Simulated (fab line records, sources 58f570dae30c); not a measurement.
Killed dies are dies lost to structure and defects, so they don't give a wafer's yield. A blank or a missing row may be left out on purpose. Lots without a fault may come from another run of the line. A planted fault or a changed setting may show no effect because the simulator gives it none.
Which tool did it? | flow berkeley_cmos170 | 15 lots, 45 wafers sampled, at 4 steps of a route of 331

WHAT THE GAUGES READ, wafer by wafer
UCB170_V1_OVL_MEAS_13.
lot  | measured     | on         | V1_OVL (nm)
L606 | day 7 06:09  | overlay-02 | 2 -2 3
L605 | day 7 06:26  | overlay-01 | -10 -8 -6
L608 | day 8 03:16  | overlay-02 | -5 -4 -8
L607 | day 8 03:23  | overlay-01 | 2 5 6
L609 | day 8 12:59  | overlay-02 | 4 10 8
L611 | day 8 22:01  | overlay-02 | -5 -6 -4
L612 | day 8 22:14  | overlay-01 | -2 -4 -2
L613 | day 9 11:58  | overlay-01 | -6 -3 -6
L614 | day 9 12:03  | overlay-02 | -1 -3 -5
L616 | day 10 04:16 | overlay-01 | -7 -4 -1
L615 | day 10 04:28 | overlay-02 | -4 2 -5
L622 | day 10 23:47 | overlay-01 | -5 -9 -9
L623 | day 11 13:37 | overlay-01 | 0 -9 -3
L625 | day 11 17:13 | overlay-02 | 10 13 13
L626 | day 12 00:49 | overlay-01 | -2 -2 -3

UCB170_M2_CD_MEAS_15: target cd 700 nm.
lot  | measured     | on        | cd_nm (nm)
L606 | day 7 11:39  | cd_sem-01 | 699.9 698.2 700.2
L605 | day 7 11:55  | cd_sem-02 | 698.1 699.8 699.0
L608 | day 8 09:34  | cd_sem-01 | 701.0 700.9 700.2
L607 | day 8 05:50  | cd_sem-01 | 700.5 700.2 699.0
L609 | day 8 16:41  | cd_sem-02 | 697.7 696.4 697.8
L611 | day 9 02:16  | cd_sem-01 | 697.5 699.7 699.6
L612 | day 9 02:32  | cd_sem-01 | 699.9 699.4 700.0
L613 | day 9 14:46  | cd_sem-01 | 698.3 698.5 698.3
L614 | day 9 14:55  | cd_sem-02 | 702.7 702.2 701.0
L616 | day 10 07:31 | cd_sem-02 | 698.5 698.5 700.0
L615 | day 10 07:37 | cd_sem-01 | 699.4 698.8 700.3
L622 | day 11 02:28 | cd_sem-02 | 698.9 697.7 697.7
L623 | day 11 16:17 | cd_sem-01 | 700.8 702.2 701.4
L625 | day 11 20:38 | cd_sem-02 | 699.7 700.6 700.2
L626 | day 12 03:18 | cd_sem-01 | 699.7 699.9 699.4

UCB170_V2_THK_MEAS_04.
lot  | measured     | on            | V2_POLISHED_THK (nm)
L606 | day 7 12:55  | film_metro-04 | 1000.0 997.7 999.3
L605 | day 7 13:10  | film_metro-02 | 1000.5 1000.4 1002.8
L608 | day 8 10:47  | film_metro-03 | 1000.4 1000.3 1002.6
L607 | day 8 07:03  | film_metro-03 | 1000.9 1000.9 1000.6
L609 | day 8 17:59  | film_metro-03 | 1000.6 1000.5 1002.4
L611 | day 9 03:35  | film_metro-04 | 1001.4 1000.7 1000.9
L612 | day 9 03:47  | film_metro-03 | 1000.7 999.5 999.6
L613 | day 9 15:59  | film_metro-04 | 999.6 1001.3 1002.5
L614 | day 9 16:09  | film_metro-02 | 1001.1 1001.5 1001.0
L616 | day 10 08:46 | film_metro-02 | 1001.3 1001.3 1001.8
L615 | day 10 08:53 | film_metro-03 | 1000.5 1001.0 1000.9
L622 | day 11 03:43 | film_metro-04 | 1250.8 1251.9 1250.7
L623 | day 11 17:43 | film_metro-02 | 1251.4 1251.0 1251.4
L625 | day 11 22:04 | film_metro-03 | 1250.9 1250.3 1251.4
L626 | day 12 04:32 | film_metro-02 | 1000.6 999.0 1000.7

WHICH TOOL RAN EACH LOT (tool, then ch and the chambers of the sampled wafers, then the start)
lot  | UCB170_V2_CMP_02
L606 | cmp-02 ch 1,3, day 7 12:31
L605 | cmp-01 ch 0,1, day 7 12:47
L608 | cmp-02 ch 0,1,2, day 8 10:25
L607 | cmp-01 ch 2,3, day 8 06:39
L609 | cmp-01 ch 0,2, day 8 17:32
L611 | cmp-02 ch 1,2, day 9 03:10
L612 | cmp-01 ch 0,3, day 9 03:25
L613 | cmp-02 ch 0,2,3, day 9 15:40
L614 | cmp-01 ch 0,3, day 9 15:44
L616 | cmp-01 ch 0,1,3, day 10 08:20
L615 | cmp-02 ch 0,2,3, day 10 08:31
L622 | cmp-01 ch 0,2,3, day 11 03:20
L623 | cmp-01 ch 0,1, day 11 17:17
L625 | cmp-01 ch 1,2,3, day 11 21:44
L626 | cmp-02 ch 0,2,3, day 12 04:13
- UCB170_V2_CMP_02: polishes SiO2.

WHAT THE TOOLS THEMSELVES READ (means of the sampled wafers that have a number; where no wafer has one, the mark that the record gives instead)
UCB170_V2_CMP_02.
lot  | tool   | motor_current_A (A)
L606 | cmp-02 | 15.4
L605 | cmp-01 | 16.2
L608 | cmp-02 | 16.5
L607 | cmp-01 | 16.0
L609 | cmp-01 | 16.2
L611 | cmp-02 | 16.5
L612 | cmp-01 | 15.9
L613 | cmp-02 | 16.0
L614 | cmp-01 | 15.5
L616 | cmp-01 | 16.0
L615 | cmp-02 | 16.5
L622 | cmp-01 | 15.7
L623 | cmp-01 | 16.5
L625 | cmp-01 | 16.6
L626 | cmp-02 | 16.3

THE ANSWER, worked out from the rows above alone
Rule: what is usual is taken from the lots themselves. Put in order of their means at a reading, lots are off if they are a third of the lots or fewer, leave a main group of 4 or more, and stand apart from it by a gap of 3 or more times the standard deviation of the main group's means; of several such gaps the widest counts. A main group whose means are all the same, to the digits that the tables above print for the reading, isn't used. A lot without any number at a reading at which 4 lots or more have one is off too. The other lots that the step has rows for count as sound. The gauges are gone through in route order, then the tools' own readings, and for those a lot's mean is taken as printed above. The first step at which some lot is off is used, and at that step the reading that is off furthest; a lot without a number counts as furthest.
Off: L622, L623, L625, at UCB170_V2_THK_MEAS_04 (V2_POLISHED_THK). The main group: mean 1000.7 nm, standard deviation 0.68.
A tool fits if, at a process step before that reading, it ran every lot that is off, and no sound lot after the first of them. The gauges at UCB170_V2_THK_MEAS_04 are tried like those tools. One fits: cmp-01 at UCB170_V2_CMP_02. Its last sound lot is L616 (day 10 08:20), its first lot that is off L622 (day 11 03:20): a fault that began between those two fits.

WHAT THE SIMULATOR HAD PUT IN
Process parameter drift: cmp-01, from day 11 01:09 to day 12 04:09, at UCB170_V2_CMP_02. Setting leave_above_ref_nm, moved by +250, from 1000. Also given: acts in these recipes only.
Lots struck among those shown: L622, L623, L625. The rule above found the same.
